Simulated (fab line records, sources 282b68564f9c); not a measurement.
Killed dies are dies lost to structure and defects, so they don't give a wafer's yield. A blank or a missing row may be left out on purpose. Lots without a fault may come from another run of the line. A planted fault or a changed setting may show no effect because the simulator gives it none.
Which tool did it? | flow rit_cmos | 7 lots, 21 wafers sampled, at 2 steps of a route of 202

WHAT THE GAUGES READ, wafer by wafer
RIT_SDANNEAL_RS_MEAS_05: measures by four-point-probe.
lot  | measured    | on            | NSD_RS (ohm/sq)
L676 | day 3 07:19 | film_metro-01 | 84.8 84.8 84.6
L679 | day 3 20:36 | film_metro-03 | 84.9 85.3 85.2
L682 | day 4 13:24 | film_metro-01 | 84.1 84.2 84.4
L688 | day 5 22:46 | film_metro-03 | 84.1 83.7 84.2
L691 | day 6 10:47 | film_metro-04 | - - -
L695 | day 7 10:08 | film_metro-03 | 84.1 84.4 84.3
L698 | day 7 22:52 | film_metro-03 | 85.0 84.7 84.7

WHICH TOOL RAN EACH LOT (tool, then ch and the chambers of the sampled wafers, then the start)
lot  | RIT_NSD_IMPLANT_08
L676 | implanter-02 ch 0, day 3 04:57
L679 | implanter-04 ch 0, day 3 18:05
L682 | implanter-04 ch 0, day 4 10:56
L688 | implanter-02 ch 0, day 5 20:25
L691 | implanter-02 ch 0, day 6 08:28
L695 | implanter-03 ch 0, day 7 07:38
L698 | implanter-03 ch 0, day 7 20:31
- RIT_NSD_IMPLANT_08

THE ANSWER, worked out from the rows above alone
Rule: what is usual is taken from the lots themselves. Put in order of their means at a reading, lots are off if they are a third of the lots or fewer, leave a main group of 4 or more, and stand apart from it by a gap of 3 or more times the standard deviation of the main group's means; of several such gaps the widest counts. A main group whose means are all the same, to the digits that the tables above print for the reading, isn't used. A lot without any number at a reading at which 4 lots or more have one is off too. The other lots that the step has rows for count as sound.
Off: L691, at RIT_SDANNEAL_RS_MEAS_05 (NSD_RS). Without a number there: L691. The main group: mean 84.5 ohm/sq, standard deviation 0.39.
A tool fits if, at a process step before that reading, it ran every lot that is off, and no sound lot after the first of them. The gauges at RIT_SDANNEAL_RS_MEAS_05 are tried like those tools. Can't be told from this: 2 tools fit, implanter-02 at RIT_NSD_IMPLANT_08, film_metro-04 at RIT_SDANNEAL_RS_MEAS_05.

WHAT THE SIMULATOR HAD PUT IN
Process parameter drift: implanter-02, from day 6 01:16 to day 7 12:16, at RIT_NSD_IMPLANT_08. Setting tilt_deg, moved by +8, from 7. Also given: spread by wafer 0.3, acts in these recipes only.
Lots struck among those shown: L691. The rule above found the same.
